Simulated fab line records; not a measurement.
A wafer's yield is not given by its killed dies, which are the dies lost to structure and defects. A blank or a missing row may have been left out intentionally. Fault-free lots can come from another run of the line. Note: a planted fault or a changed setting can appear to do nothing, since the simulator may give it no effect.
fab line records | flow rit-cmos
record: lots: 6 wafers: 18 last-day: 6
route steps=202 shown REOX@99 NLDD@103 PLDD@114 SPACER@125 NSD@131 M1@202
lots that met no fault: taken from a fault-free run of the same line
start-h: start of the lot's first displayed wafer, in hours after the record's first day | wait-h: hours since the lot's step before | " repeats the value in the row above | L1.1+2: several wafers, shown together as one row | - no value present, or no start provided | * or withheld: withheld | < > ~ a bound
route shown NAME@n: NAME is a module with steps in the file, n the number in the route of the first one | usual: the fault-free wafers' mean and standard deviation | same: alike in all rows | chamber/n: place in a boat | sites: the reading at each site | _std_site: standard deviation across them | _edge_site: outer sites' mean less inner sites' | radius-mm: how far each site lies from the wafer's centre | mask NAME#n: copy n | behind: tool/chamber where the wafer was last shaped | hold: reason for holding the lot/hours on hold/outcome of the hold | device: names the non-switching transistor (n, p or np) | end of line: tests of these same wafers at the route's end | a step with no rows: only its recipe | killed: dies lost to structure and defects at the first sort, not the wafer's yield | map: dies across one wafer; x = killed, . = not, _ = none there
set.NAME: the setting as run; set.NAME@STEP: as run at that earlier step | model.NAME: the simulator's own value behind a step, which no gauge read
a table for each step, a row for each wafer; lots at some steps of the route
services: when a tool's chamber went out of use (start-h, in hours from the record's first day, below 0 if earlier), for how many hours, and the reason
== steps ==
step: RIT_REOX_CLEAN_01
recipe: chemistry: dHF dilution: 50:1 time-s: 30
step: RIT_REOX_CLEAN_02
recipe: chemistry: SC2 mix: 3:3:50 time-s: 600 temp-c: 75 dry: n2-spin
step: RIT_REOX_OXIDATION_03
recipe: temp-c: 900 ambient: O2 target-thk-a: 252 ox-time-s: 5580
step: RIT_REOX_THK_MEAS_04
recipe: reads: SiO2_of_REOX_OXIDATION_03
usual: REOX_OXIDE_THK: 25.1/0.44
columns lot.wafer tool chamber start-h wait-h REOX_OXIDE_THK[nm]
L288.3 film-metro-04 - 41.82 0.0 25.3
L288.4 " - " " 25.1
L288.6 " - " " 25.3
L289.2 film-metro-04 - 45.26 0.0 24.7
L289.5 " - " " 24.7
L289.6 " - " " 24.7
L293.2 film-metro-04 - 73.31 0.0 25.0
L293.3 " - " " 25.2
L293.6 " - " " 24.8
L299.1 film-metro-02 - 101.57 0.0 25.1
L299.2 " - " " 25.2
L299.6 " - " " 25.4
L303.1 film-metro-02 - 123.84 0.0 25.1
L303.3 " - " " 25.3
L303.5 " - " " 25.0
L304.1 film-metro-04 - 131.47 0.0 24.8
L304.5 " - " " 24.9
L304.6 " - " " 24.7
step: RIT_NLDD_HMDS_00
recipe: prime-time-s: 60 prime-temp-c: 140
step: RIT_NLDD_COAT_01
recipe: resist: NOVOLAK spin-rpm: 3250 resist-thk-nm: 1000
step: RIT_NLDD_SOFTBAKE_02
recipe: resist: NOVOLAK temp-c: 90 time-s: 60
step: RIT_NLDD_EXPOSE_03
recipe: mask-id: M7 na: 0.57 target-cd-nm: 40700 dose-mj: 250
step: RIT_NLDD_PEB_04
recipe: resist: NOVOLAK temp-c: withheld time-s: withheld
step: RIT_NLDD_DEVELOP_05
recipe: resist: NOVOLAK develop-time-s: 50 dev-temp-c: 23
step: RIT_NLDD_OVL_MEAS_06
usual: NLDD_OVL: -0.7/1.4
columns lot.wafer tool chamber start-h wait-h NLDD_OVL[nm]
L288.3 overlay-02 - 43.04 - 1.6
L288.4 " - " " 1.4
L288.6 " - " " 1.2
L289.2 overlay-01 - 46.40 - -1.1
L289.5 " - " " -0.7
L289.6 " - " " 1.1
L293.2 overlay-02 - 74.34 - -0.1
L293.3 " - " " -1.2
L293.6 " - " " -0.2
L299.1 overlay-02 - 103.07 - -0.9
L299.2 " - " " 0.4
L299.6 " - " " 1.1
L303.1 overlay-01 - 125.01 - -0.2
L303.3 " - " " 1.6
L303.5 " - " " 0.9
L304.1 overlay-01 - 132.61 - -0.1
L304.5 " - " " -0.3
L304.6 " - " " -1.3
step: RIT_NLDD_HARDBAKE_07
recipe: resist: NOVOLAK temp-c: 140 time-s: 60
step: RIT_NLDD_IMPLANT_08
recipe: species: P energy-kev: 20 dose-cm2: 5e+14 tilt-deg: 7
usual: dose-ions-cm2: 4.999e+14/5.9e+11 end-station-pressure-torr: 6.2e-06/3.5e-07
columns lot.wafer tool chamber start-h wait-h dose-ions-cm2 end-station-pressure-torr
L288.3 implanter-01 0 43.26 0.1 5.001e+14 6.8e-06
L288.4 " 0 " " 4.998e+14 6e-06
L288.6 " 0 " " 4.997e+14 6.8e-06
L289.2 implanter-03 0 46.61 0.1 5.007e+14 6e-06
L289.5 " 0 " " 5.011e+14 6.5e-06
L289.6 " 0 " " 5.006e+14 5.8e-06
L293.2 implanter-04 0 74.55 0.1 5.009e+14 6.4e-06
L293.3 " 0 " " 5.004e+14 6e-06
L293.6 " 0 " " 5.001e+14 6.3e-06
L299.1 implanter-04 0 103.26 0.1 4.992e+14 6e-06
L299.2 " 0 " " 4.994e+14 6.5e-06
L299.6 " 0 " " 5.006e+14 6e-06
L299.1 implanter-04 0 103.57 0.3 4.992e+14 5.9e-06
L299.2 " 0 " " 4.998e+14 5.9e-06
L299.6 " 0 " " 5.006e+14 6.1e-06
L303.1 implanter-03 0 125.20 0.1 5.011e+14 6.7e-06
L303.3 " 0 " " 4.993e+14 6.1e-06
L303.5 " 0 " " 5.003e+14 6e-06
L304.1 implanter-01 0 132.79 0.1 5.001e+14 6.4e-06
L304.5 " 0 " " 4.99e+14 6.4e-06
L304.6 " 0 " " 5.007e+14 6.6e-06
L304.1 implanter-01 0 133.11 0.3 5.002e+14 6.3e-06
L304.5 " 0 " " 5e+14 5.8e-06
L304.6 " 0 " " 5.002e+14 6.4e-06
step: RIT_NLDD_STRIP_09
recipe: chemistry: O2 time-s: 180 resist: NOVOLAK platen-temp-c: withheld power-w: 500 pressure-mtorr: 4000 o2-flow-sccm: 4000
usual: drypump-motor-current-A: 6.1/0.41 rf-refl-power-W: 7.2/1.3
columns lot.wafer tool chamber start-h wait-h drypump-motor-current-A rf-hours-counter-h rf-refl-power-W
L288.3 plasma-asher-03 0 43.42 0.1 6.8 - 7.9
L288.4 " 1 " " 6.3 - 8.1
L288.6 " 1 " " 6.3 - 8.5
L289.2 plasma-asher-03 0 46.73 0.1 6.8 42 7.9
L289.5 " 1 " " 6.3 - 8.3
L289.6 " 0 " " 6.8 - 7.9
L293.2 plasma-asher-01 1 74.67 0.1 6.4 46 4.8
L293.3 " 0 " " 5.6 - 8.2
L293.6 " 0 " " 5.6 - 8.2
L299.1 plasma-asher-01 0 103.72 0.1 5.6 49 8.5
L299.2 " 1 " " 6.4 49 4.5
L299.6 " 0 " " 5.6 - 7.7
L303.1 plasma-asher-01 1 125.35 0.1 6.4 1 4.7
L303.3 " 0 " " 5.7 - 8.1
L303.5 " 0 " " 5.6 - 8.3
L304.1 plasma-asher-01 0 133.26 0.1 5.6 2 7.6
L304.5 " 1 " " 6.4 - 4.4
L304.6 " 0 " " 5.7 - 7.7
step: RIT_NLDD_TW_MEAS_10
usual: NLDD_TW: 2481/15
columns lot.wafer tool chamber start-h wait-h NLDD_TW
L288.3 film-metro-03 - 43.56 0.1 2468
L288.4 " - " " 2463
L288.6 " - " " 2473
L289.2 film-metro-04 - 46.92 0.1 2484
L289.5 " - " " 2474
L289.6 " - " " 2477
L293.2 film-metro-01 - 74.86 0.1 2505
L293.3 " - " " 2477
L293.6 " - " " 2494
L299.1 film-metro-01 - 103.90 0.1 2964
L299.2 " - " " 2983
L299.6 " - " " 2974
L299.1 film-metro-01 - 104.12 0.2 2956
L299.2 " - " " 2974
L299.6 " - " " 2971
L303.1 film-metro-03 - 125.52 0.1 2469
L303.3 " - " " 2468
L303.5 " - " " 2472
L304.1 film-metro-04 - 133.44 0.1 2923
L304.5 " - " " 2927
L304.6 " - " " 2927
L304.1 film-metro-04 - 133.72 0.3 2919
L304.5 " - " " 2927
L304.6 " - " " 2925
step: RIT_PLDD_HMDS_00
recipe: prime-time-s: 60 prime-temp-c: 140
step: RIT_PLDD_COAT_01
recipe: resist: NOVOLAK spin-rpm: 3250 resist-thk-nm: 1000
step: RIT_PLDD_SOFTBAKE_02
recipe: resist: NOVOLAK temp-c: 90 time-s: 60
step: RIT_PLDD_EXPOSE_03
recipe: mask-id: M8 na: 0.57 target-cd-nm: 40900 dose-mj: 250
step: RIT_PLDD_PEB_04
recipe: resist: NOVOLAK temp-c: withheld time-s: withheld
step: RIT_PLDD_DEVELOP_05
recipe: resist: NOVOLAK develop-time-s: 50 dev-temp-c: 23
step: RIT_PLDD_OVL_MEAS_06
usual: PLDD_OVL: -0.9/1.3
columns lot.wafer tool chamber start-h wait-h PLDD_OVL[nm]
L288.3 overlay-01 - 44.46 - 0.0
L288.4 " - " " 1.1
L288.6 " - " " 0.7
L289.2 overlay-02 - 47.95 - -0.6
L289.5 " - " " 0.2
L289.6 " - " " -0.4
L293.2 overlay-02 - 75.89 - -2.2
L293.3 " - " " -2.3
L293.6 " - " " -2.5
L299.1 overlay-02 - 108.80 - 1.2
L299.2 " - " " 1.4
L299.6 " - " " 1.3
L303.1 overlay-01 - 126.43 - -0.4
L303.3 " - " " -1.1
L303.5 " - " " -0.8
L304.1 overlay-02 - 138.83 - -1.0
L304.5 " - " " -0.9
L304.6 " - " " -1.5
step: RIT_PLDD_HARDBAKE_07
recipe: resist: NOVOLAK temp-c: 140 time-s: 60
step: RIT_PLDD_IMPLANT_08
recipe: species: BF2 energy-kev: 20 dose-cm2: 9e+14 tilt-deg: 7
step: RIT_PLDD_STRIP_09
recipe: chemistry: O2 time-s: 180 resist: NOVOLAK platen-temp-c: withheld power-w: 500 pressure-mtorr: 4000 o2-flow-sccm: 4000
usual: drypump-motor-current-A: 6.2/0.37 rf-refl-power-W: 7.3/1.6
columns lot.wafer tool chamber start-h wait-h drypump-motor-current-A rf-hours-counter-h rf-refl-power-W
L288.3 plasma-asher-04 1 44.84 0.1 6.2 - 3.8
L288.4 " 0 " " 6.0 - 8.7
L288.6 " 1 " " 6.2 - 3.8
L289.2 plasma-asher-03 0 48.28 0.1 6.8 42 7.9
L289.5 " 0 " " 6.8 - 7.6
L289.6 " 1 " " 6.3 - 8.6
L293.2 plasma-asher-04 0 76.22 0.1 6.0 28 8.9
L293.3 " 1 " " 6.2 - 3.6
L293.6 " 0 " " 6.0 - 9.1
L299.1 plasma-asher-03 0 109.25 0.1 6.8 47 7.8
L299.2 " 1 " " 6.3 47 8.3
L299.6 " 0 " " 6.7 - 8.1
L303.1 plasma-asher-02 0 126.77 0.1 5.7 43 6.8
L303.3 " 0 " " 5.6 - 6.4
L303.5 " 1 " " 5.8 - 8.0
L304.1 plasma-asher-03 1 139.17 0.1 6.3 51 8.3
L304.5 " 1 " " 6.3 - 8.7
L304.6 " 0 " " 6.7 - 8.1
step: RIT_PLDD_TW_MEAS_10
usual: PLDD_TW: 2341/14
columns lot.wafer tool chamber start-h wait-h PLDD_TW
L288.3 film-metro-03 - 44.98 0.1 2340
L288.4 " - " " 2328
L288.6 " - " " 2330
L289.2 film-metro-01 - 48.46 0.1 2339
L289.5 " - " " 2345
L289.6 " - " " 2346
L293.2 film-metro-03 - 76.40 0.1 2331
L293.3 " - " " 2328
L293.6 " - " " 2350
L299.1 film-metro-04 - 109.43 0.1 2350
L299.2 " - " " 2343
L299.6 " - " " 2327
L303.1 film-metro-01 - 126.94 0.1 2352
L303.3 " - " " 2365
L303.5 " - " " 2364
L304.1 film-metro-04 - 139.34 0.1 2332
L304.5 " - " " 2338
L304.6 " - " " 2325
step: RIT_SPACER_CLEAN_00
recipe: chemistry: SC1 mix: 3:3:50 time-s: 600 temp-c: 75
step: RIT_SPACER_CLEAN_01
recipe: chemistry: dHF dilution: 50:1 time-s: 30
step: RIT_SPACER_CLEAN_02
recipe: chemistry: SC2 mix: 3:3:50 time-s: 600 temp-c: 75 dry: n2-spin
step: RIT_SPACER_CVD_03
recipe: material: Si3N4 target-thk-nm: 250 temp-c: 810 precursor: SiH2Cl2/NH3 time-s: 3300 pressure-mtorr: 300 sih2cl2-flow-sccm: 60 nh3-flow-sccm: 150
step: RIT_SPACER_THK_MEAS_04
recipe: reads: Si3N4_of_SPACER_CVD_03
usual: SPACER_NITRIDE_THK: 250.7/2.6
columns lot.wafer tool chamber start-h wait-h SPACER_NITRIDE_THK[nm]
L288.3 film-metro-03 - 47.32 0.0 244.7
L288.4 " - " " 245.8
L288.6 " - " " 247.8
L289.2 film-metro-02 - 50.81 0.0 248.4
L289.5 " - " " 248.8
L289.6 " - " " 248.8
L293.2 film-metro-02 - 78.75 0.0 249.6
L293.3 " - " " 250.3
L293.6 " - " " 249.9
L299.1 film-metro-02 - 112.55 0.0 253.6
L299.2 " - " " 252.7
L299.6 " - " " 252.4
L303.1 film-metro-03 - 129.32 0.0 250.4
L303.3 " - " " 249.3
L303.5 " - " " 248.7
L304.1 film-metro-03 - 141.84 0.1 248.1
L304.5 " - " " 248.5
L304.6 " - " " 248.2
step: RIT_SPACER_ETCHBACK_05
recipe: target-depth-a: 2500 SF6_flow_sccm: 30 CHF3_flow_sccm: 30 target: Si3N4 chemistry: SF6/CHF3 pressure-mtorr: 40 rf-w: 250 time-s: 240 stop-on: SiO2
usual: drypump-motor-current-A: 5.8/0.65 oes-product-au: 0.846/0.015 throttle-valve-pct: 10.31/0.16
columns lot.wafer tool chamber start-h wait-h drypump-motor-current-A oes-product-au rf-hours-counter-h throttle-valve-pct
L288.3 rie-diel-02 3 47.36 0.0 5.4 0.832 86 10.33
L288.4 " 2 " " 5.3 0.816 3 10.59
L288.6 " 3 " " 5.4 0.842 - 10.33
L289.2 rie-diel-01 0 50.86 0.0 5.7 0.837 163 10.31
L289.5 " 3 " " 6.7 0.851 - 10.15
L289.6 " 0 " " 5.8 0.834 - 10.30
L293.2 rie-diel-04 2 78.80 0.0 5.0 0.854 70 10.54
L293.3 " 0 " " 6.6 0.857 2 10.18
L293.6 " 0 " " 6.6 0.869 - 10.15
L299.1 rie-diel-02 2 112.61 0.1 5.3 0.824 5 10.58
L299.2 " 1 " " 6.4 0.850 7 10.47
L299.6 " 1 " " 6.4 0.855 - 10.48
L303.1 rie-diel-01 3 129.38 0.1 6.6 0.852 109 10.13
L303.3 " 2 " " 4.9 0.859 5 10.44
L303.5 " 1 " " 6.0 0.820 - 10.24
L304.1 rie-diel-04 3 141.90 0.1 6.4 0.827 52 10.31
L304.5 " 3 " " 6.4 0.823 - 10.29
L304.6 " 2 " " 5.0 0.850 - 10.54
step: RIT_NSD_HMDS_00
recipe: prime-time-s: 60 prime-temp-c: 140
step: RIT_NSD_COAT_01
recipe: resist: NOVOLAK spin-rpm: 3250 resist-thk-nm: 1000
step: RIT_NSD_SOFTBAKE_02
recipe: resist: NOVOLAK temp-c: 90 time-s: 60
step: RIT_NSD_EXPOSE_03
recipe: mask-id: M9 na: 0.57 target-cd-nm: 40700 dose-mj: 250
step: RIT_NSD_PEB_04
recipe: resist: NOVOLAK temp-c: withheld time-s: withheld
step: RIT_NSD_DEVELOP_05
recipe: resist: NOVOLAK develop-time-s: 50 dev-temp-c: 23
step: RIT_NSD_OVL_MEAS_06
usual: NSD_OVL: 0.4/1.4
columns lot.wafer tool chamber start-h wait-h NSD_OVL[nm]
L288.3 overlay-02 - 48.50 - -0.1
L288.4 " - " " 0.9
L288.6 " - " " 1.6
L289.2 overlay-01 - 51.99 - 1.9
L289.5 " - " " -1.8
L289.6 " - " " 0.5
L293.2 overlay-01 - 79.80 - -0.2
L293.3 " - " " 0.5
L293.6 " - " " -1.1
L299.1 overlay-02 - 113.79 - 1.8
L299.2 " - " " 0.8
L299.6 " - " " 2.7
L303.1 overlay-01 - 130.50 - 2.0
L303.3 " - " " 1.1
L303.5 " - " " 1.3
L304.1 overlay-02 - 143.19 - -0.2
L304.5 " - " " -0.6
L304.6 " - " " -2.1
step: RIT_NSD_HARDBAKE_07
recipe: resist: NOVOLAK temp-c: 140 time-s: 60
step: RIT_NSD_IMPLANT_08
recipe: species: P energy-kev: 25 dose-cm2: 1e+15 tilt-deg: 7
step: RIT_NSD_STRIP_09
recipe: chemistry: O2 time-s: 180 resist: NOVOLAK platen-temp-c: withheld power-w: 500 pressure-mtorr: 4000 o2-flow-sccm: 4000
usual: drypump-motor-current-A: 6.3/0.31 rf-refl-power-W: 7.1/2.1
columns lot.wafer tool chamber start-h wait-h drypump-motor-current-A rf-hours-counter-h rf-refl-power-W
L288.3 plasma-asher-03 1 48.88 0.1 6.3 - 8.4
L288.4 " 0 " " 6.8 - 7.6
L288.6 " 0 " " 6.8 - 8.0
L289.2 plasma-asher-01 1 52.32 0.1 6.4 44 4.9
L289.5 " 0 " " 5.7 - 8.3
L289.6 " 1 " " 6.4 - 4.6
L293.2 plasma-asher-03 1 80.13 0.1 6.3 45 8.1
L293.3 " 1 " " 6.3 - 8.5
L293.6 " 0 " " 6.8 - 8.1
L299.1 plasma-asher-03 0 114.12 0.1 6.8 48 8.1
L299.2 " 1 " " 6.3 48 8.6
L299.6 " 0 " " 6.8 - 8.0
L303.1 plasma-asher-04 0 130.84 0.1 6.0 34 9.0
L303.3 " 1 " " 6.2 - 3.7
L303.5 " 0 " " 6.0 - 8.8
L304.1 plasma-asher-04 0 143.53 0.1 6.0 36 9.4
L304.5 " 0 " " 6.0 - 9.1
L304.6 " 1 " " 6.2 - 3.8
step: RIT_SDANNEAL_RS_MEAS_07
recipe: thk-meas-gauge: four-point-probe
usual: NLDD_RS: 151.6/0.51
columns lot.wafer tool chamber start-h wait-h NLDD_RS[ohm/sq]
L288.3 film-metro-04 - 51.43 0.1 151.5
L288.4 " - " " 152.0
L288.6 " - " " 152.4
L289.2 film-metro-03 - 54.85 0.1 152.1
L289.5 " - " " 152.1
L289.6 " - " " 152.0
L293.2 film-metro-04 - 82.59 0.1 151.3
L293.3 " - " " 151.3
L293.6 " - " " 151.5
L299.1 film-metro-04 - 116.75 0.1 86.7
L299.2 " - " " 86.5
L299.6 " - " " 86.4
L299.1 film-metro-04 - 117.04 0.3 86.8
L299.2 " - " " 86.5
L299.6 " - " " 86.7
L303.1 film-metro-01 - 133.55 0.1 150.9
L303.3 " - " " 150.8
L303.5 " - " " 150.8
L304.1 film-metro-03 - 146.32 0.1 87.5
L304.5 " - " " 87.1
L304.6 " - " " 87.4
L304.1 film-metro-03 - 146.67 0.3 87.4
L304.5 " - " " 87.0
L304.6 " - " " 87.1
step: RIT_M1_PROBE_99
usual: defect-limited-yield: 97.5/1.2 killed-at-contacts: 0.1/0.27 killed-at-front-end: 6/3 killed-dies: 7/3 killed-open: 3.1/2 killed-short: 3.4/2 sort_bin_3_pad_short: 0.1/0.23 sort_bin_5_function: 1.4/0.76 sort_bin_6_memory: 0.9/0.63 sort-n-pass: 257/3 sort-yield-pct: 97.5/1.2
same: gross-dies: 264 killed_at_M0_to_M3: 0 killed_at_M4_up: 0 killed-at-back-side: 0 killed-at-other: 0
columns lot.wafer tool chamber start-h wait-h defect-limited-yield[%] killed-at-contacts killed-at-front-end killed-dies killed-open killed-short sort_bin_3_pad_short[%] sort_bin_5_function[%] sort_bin_6_memory[%] sort-n-pass sort-yield-pct[%]
L288.3 prober-01 - 58.78 0.2 95.8 0 11 11 8 3 0.4 2.3 1.5 253 95.8
L288.4 prober-01 - 58.83 0.2 97.3 0 7 7 1 6 0 1.1 1.5 257 97.3
L288.6 prober-01 - 58.93 0.2 96.2 0 10 10 6 4 0.4 1.5 1.9 254 96.2
L289.2 prober-02 - 62.20 0.1 97.7 0 6 6 3 3 0.8 1.1 0.4 258 97.7
L289.5 prober-02 - 62.35 0.2 97.7 0 6 6 3 3 0 1.9 0.4 258 97.7
L289.6 prober-02 - 62.40 0.2 98.5 1 3 4 2 2 0 1.1 0.4 260 98.5
L293.2 prober-02 - 89.69 0.1 96.6 0 9 9 3 6 0 2.3 1.1 255 96.6
L293.3 prober-02 - 89.74 0.2 98.1 0 5 5 2 3 0 1.5 0.4 259 98.1
L293.6 prober-02 - 89.89 0.2 96.6 0 9 9 5 4 0 1.5 1.9 255 96.6
L303.1 prober-02 - 140.71 0.1 96.2 0 10 10 1 9 0.4 2.3 1.1 254 96.2
L303.3 prober-02 - 140.81 0.2 96.2 0 10 10 7 3 0.8 1.5 1.5 254 96.2
L303.5 prober-02 - 140.91 0.2 95.1 0 13 13 3 10 0.4 2.7 1.9 251 95.1
killed by level:class
L288.3 FOX1:geometric-particle:short=3 SPACER:geometric-particle:open=3 FOX1:geometric-particle:open=2 FOX2:geometric-particle:open=1 GATE:geometric-particle:open=1 SILICIDE:geometric-particle:open=1
L288.4 GATE:geometric-particle:short=4 FOX1:geometric-particle:short=1 FOX1:geometric-particle:open=1 SPACER:geometric-particle:short=1
L288.6 GATE:geometric-particle:open=4 GATE:geometric-particle:short=3 FOX2:geometric-particle:open=1 REOX:geometric-particle:short=1 SILICIDE:geometric-particle:open=1
L289.2 GATE:geometric-particle:open=3 GATE:geometric-particle:short=1 SPACER:geometric-particle:short=1 SILICIDE:geometric-particle:short=1
L289.5 SILICIDE:geometric-particle:short=2 FOX1:geometric-particle:short=1 FOX2:geometric-particle:open=1 SPACER:geometric-particle:open=1 SILICIDE:geometric-particle:open=1
L289.6 GATE:geometric-particle:short=2 GATE:geometric-particle:open=1 CONTACT:geometric-particle:open=1
L293.2 FOX1:geometric-particle:short=2 GATE:geometric-particle:open=2 SPACER:geometric-particle:short=2 ACTIVE:geometric-particle:short=1 FOX2:geometric-particle:short=1 SILICIDE:geometric-particle:open=1
L293.3 FOX1:geometric-particle:open=1 GATE:geometric-particle:short=1 REOX:geometric-particle:short=1 SPACER:geometric-particle:open=1 SILICIDE:geometric-particle:short=1
L293.6 GATE:geometric-particle:short=3 FOX2:geometric-particle:open=2 SPACER:geometric-particle:open=2 FOX1:geometric-particle:short=1 GATE:geometric-particle:open=1
L303.1 GATE:geometric-particle:short=4 FOX1:geometric-particle:short=2 REOX:geometric-particle:short=1 SPACER:geometric-particle:open=1 SPACER:geometric-particle:short=1 SILICIDE:geometric-particle:short=1
L303.3 GATE:geometric-particle:open=4 REOX:geometric-particle:short=2 FOX2:geometric-particle:open=1 GATE:geometric-particle:short=1 SPACER:geometric-particle:open=1 SILICIDE:geometric-particle:open=1
L303.5 REOX:geometric-particle:short=4 FOX2:geometric-particle:short=2 GATE:geometric-particle:short=2 FOX1:geometric-particle:short=1 GATE:geometric-particle:open=1 REOX:geometric-particle:open=1 SILICIDE:geometric-particle:open=1 SILICIDE:geometric-particle:short=1
== services ==
columns tool chamber start-h hours kind
rie-diel-01 3 23.50 10.1 repair
plasma-asher-02 - 26.21 1.6 repair
rie-diel-01 1 29.18 3.3 repair
implanter-01 - 30.53 3.9 pm
rie-diel-04 0 39.43 3.9 repair
rie-diel-04 - 39.47 8.5 repair
rie-diel-04 1 40.14 14.4 repair
plasma-asher-03 - 56.59 2.4 repair
rie-diel-01 0 76.22 - clean
rie-diel-01 0 76.22 24.8 scheduled-down
rie-diel-01 0 76.22 24.8 vent-cycle
implanter-04 - 76.29 4.6 pm
rie-diel-01 3 77.46 16.6 repair
implanter-01 - 97.06 5.9 repair
implanter-03 - 99.37 18.6 repair
plasma-asher-02 - 105.02 4.3 repair
plasma-asher-01 - 108.75 9.0 pm
plasma-asher-01 0 108.75 9.0 vent-cycle
plasma-asher-01 1 108.75 9.0 vent-cycle
plasma-asher-01 0 117.75 - clean
plasma-asher-01 1 117.75 - clean
rie-diel-02 - 126.93 28.1 pm
plasma-asher-02 - 135.24 0.7 repair
== key ==
first-sign: step: RIT_NLDD_IMPLANT_08 reading: visit direction: added
effect: step: RIT_NLDD_TW_MEAS_10 reading: visit direction: added
effect: step: RIT_NLDD_TW_MEAS_10 reading: NLDD_TW direction: up sigmas: 31 usual: 2481 struck: 2950
effect: step: RIT_SDANNEAL_RS_MEAS_07 reading: NLDD_RS direction: down sigmas: 99+ usual: 151.6 struck: 86.9
met-at RIT_NLDD_IMPLANT_08
struck-wafers L299.1,L299.2,L299.6,L304.1,L304.5,L304.6
scrapped-behind RIT_SDANNEAL_RS_MEAS_07 L299.1,L299.2,L299.6,L304.1,L304.5,L304.6
fault: kind: repeated-step-whole tool: implanter-01,implanter-03,implanter-04 chamber: - onset-h: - steps: RIT_NLDD_IMPLANT_08 times: 1 scope: struck-lots-only
